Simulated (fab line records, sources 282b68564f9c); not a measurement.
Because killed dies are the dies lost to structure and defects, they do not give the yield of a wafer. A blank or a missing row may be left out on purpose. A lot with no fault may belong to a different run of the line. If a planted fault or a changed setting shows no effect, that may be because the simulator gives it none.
Which tool was responsible? :: flow rit cmos :: 14 lots with 42 wafers sampled at 2 steps, on a route of 202 steps

WHAT THE GAUGES READ, wafer by wafer
RIT_PRETRO_TW_MEAS_10. Usual: PRETRO_TW 475.7, standard deviation 2.1.
lot: L573
measured: day 2 08:01
on: film metro-01
PRETRO_TW: 474.2 472.3 475.3
flag: 

lot: L578
measured: day 3 10:14
on: film metro-02
PRETRO_TW: 30.2 30.2 30.1 30.1 30.2 30.1
flag: OFF

lot: L579
measured: day 3 14:13
on: film metro-02
PRETRO_TW: 30.1 30.1 30.2 30.2 30.0 30.0
flag: OFF

lot: L581
measured: day 4 05:04
on: film metro-02
PRETRO_TW: 475.9 478.7 478.9
flag: 

lot: L586
measured: day 5 01:35
on: film metro-02
PRETRO_TW: 475.4 475.7 473.5
flag: 

lot: L587
measured: day 5 06:43
on: film metro-01
PRETRO_TW: 471.5 475.3 474.1
flag: 

lot: L589
measured: day 5 17:35
on: film metro-04
PRETRO_TW: 475.3 476.5 478.2
flag: 

lot: L590
measured: day 5 22:57
on: film metro-01
PRETRO_TW: 476.4 475.2 472.3
flag: 

lot: L591
measured: day 6 03:50
on: film metro-01
PRETRO_TW: 473.9 473.2 474.8
flag: 

lot: L592
measured: day 6 10:50
on: film metro-01
PRETRO_TW: 473.6 477.4 474.0
flag: 

lot: L593
measured: day 6 12:08
on: film metro-01
PRETRO_TW: 474.9 472.7 472.1
flag: 

lot: L594
measured: day 6 16:59
on: film metro-04
PRETRO_TW: 478.6 475.3 475.2
flag: 

lot: L595
measured: day 6 22:20
on: film metro-04
PRETRO_TW: 476.8 477.4 476.5
flag: 

lot: L596
measured: day 7 06:23
on: film metro-02
PRETRO_TW: 476.4 476.6 475.9
flag: 

WHICH TOOL RAN EACH LOT (tool, then ch and the chambers of the sampled wafers, then the start)
lot: L573
RIT_NRETRO_STRIP_09: plasma asher-03 ch 1, day 2 06:17

lot: L578
RIT_NRETRO_STRIP_09: plasma asher-03 ch 0,1, day 3 08:22

lot: L579
RIT_NRETRO_STRIP_09: plasma asher-03 ch 0,1, day 3 12:31

lot: L581
RIT_NRETRO_STRIP_09: plasma asher-02 ch 0,1, day 4 03:12

lot: L586
RIT_NRETRO_STRIP_09: plasma asher-03 ch 0,1, day 4 23:44

lot: L587
RIT_NRETRO_STRIP_09: plasma asher-04 ch 0,1, day 5 04:52

lot: L589
RIT_NRETRO_STRIP_09: plasma asher-04 ch 0,1, day 5 15:52

lot: L590
RIT_NRETRO_STRIP_09: plasma asher-02 ch 0,1, day 5 21:13

lot: L591
RIT_NRETRO_STRIP_09: plasma asher-02 ch 0,1, day 6 01:57

lot: L592
RIT_NRETRO_STRIP_09: plasma asher-03 ch 0,1, day 6 08:58

lot: L593
RIT_NRETRO_STRIP_09: plasma asher-03 ch 0, day 6 10:07

lot: L594
RIT_NRETRO_STRIP_09: plasma asher-03 ch 0,1, day 6 15:09

lot: L595
RIT_NRETRO_STRIP_09: plasma asher-03 ch 0,1, day 6 20:29

lot: L596
RIT_NRETRO_STRIP_09: plasma asher-04 ch 0,1, day 7 04:39
- RIT_NRETRO_STRIP_09: strips in O2, time 180 s.

AS READ BY THE TOOLS THEMSELVES (means over the sampled wafers that have a number; for cases with no such wafer, the mark the record gives instead)
RIT_NRETRO_STRIP_09. Usual: chamber pressure mTorr 4000 mTorr, standard deviation 3.6; drypump motor current A 5.4 A, standard deviation 0.33.
lot: L573
tool: plasma asher-03
chamber pressure mTorr (mTorr): 4001
drypump motor current A (A): 5.5
flag: 

lot: L578
tool: plasma asher-03
chamber pressure mTorr (mTorr): -
drypump motor current A (A): -
flag: OFF

lot: L579
tool: plasma asher-03
chamber pressure mTorr (mTorr): -
drypump motor current A (A): -
flag: OFF

lot: L581
tool: plasma asher-02
chamber pressure mTorr (mTorr): 4005
drypump motor current A (A): 5.1
flag: 

lot: L586
tool: plasma asher-03
chamber pressure mTorr (mTorr): 3999
drypump motor current A (A): 5.4
flag: 

lot: L587
tool: plasma asher-04
chamber pressure mTorr (mTorr): 4001
drypump motor current A (A): 5.8
flag: 

lot: L589
tool: plasma asher-04
chamber pressure mTorr (mTorr): 4003
drypump motor current A (A): 5.8
flag: 

lot: L590
tool: plasma asher-02
chamber pressure mTorr (mTorr): 3996
drypump motor current A (A): 5.1
flag: 

lot: L591
tool: plasma asher-02
chamber pressure mTorr (mTorr): 4003
drypump motor current A (A): 5.4
flag: 

lot: L592
tool: plasma asher-03
chamber pressure mTorr (mTorr): 3999
drypump motor current A (A): 5.2
flag: 

lot: L593
tool: plasma asher-03
chamber pressure mTorr (mTorr): 4000
drypump motor current A (A): 5.1
flag: 

lot: L594
tool: plasma asher-03
chamber pressure mTorr (mTorr): 4001
drypump motor current A (A): 5.3
flag: 

lot: L595
tool: plasma asher-03
chamber pressure mTorr (mTorr): 4001
drypump motor current A (A): 5.2
flag: 

lot: L596
tool: plasma asher-04
chamber pressure mTorr (mTorr): 4000
drypump motor current A (A): 5.6
flag: 

THE ANSWER, worked out from the rows above alone
Rule: take the mean of a lot's wafers that have a number; if it is more than 3 standard deviations from the usual mean, the lot is off. A lot without any number at a reading at which 4 lots or more have one is off too. Any other lot the step has rows for is counted as sound. The gauges are gone through in route order, then the tools' own readings, and for those a lot's mean is taken as printed above. The first step at which some lot is off is used, and at that step the reading that is off furthest; a lot without a number counts as furthest.
Off: L578, L579, seen at RIT_PRETRO_TW_MEAS_10 (PRETRO_TW).
If a tool, at a process step before that reading, ran all the lots that are off and no sound lot after the first of them, it fits. Not tried: the gauges at RIT_PRETRO_TW_MEAS_10; whatever is off there is also off at RIT_NRETRO_STRIP_09, on other tools, and gauge error can't account for it. No candidate that was tried fits.

WHAT HAD BEEN PUT IN BY THE SIMULATOR
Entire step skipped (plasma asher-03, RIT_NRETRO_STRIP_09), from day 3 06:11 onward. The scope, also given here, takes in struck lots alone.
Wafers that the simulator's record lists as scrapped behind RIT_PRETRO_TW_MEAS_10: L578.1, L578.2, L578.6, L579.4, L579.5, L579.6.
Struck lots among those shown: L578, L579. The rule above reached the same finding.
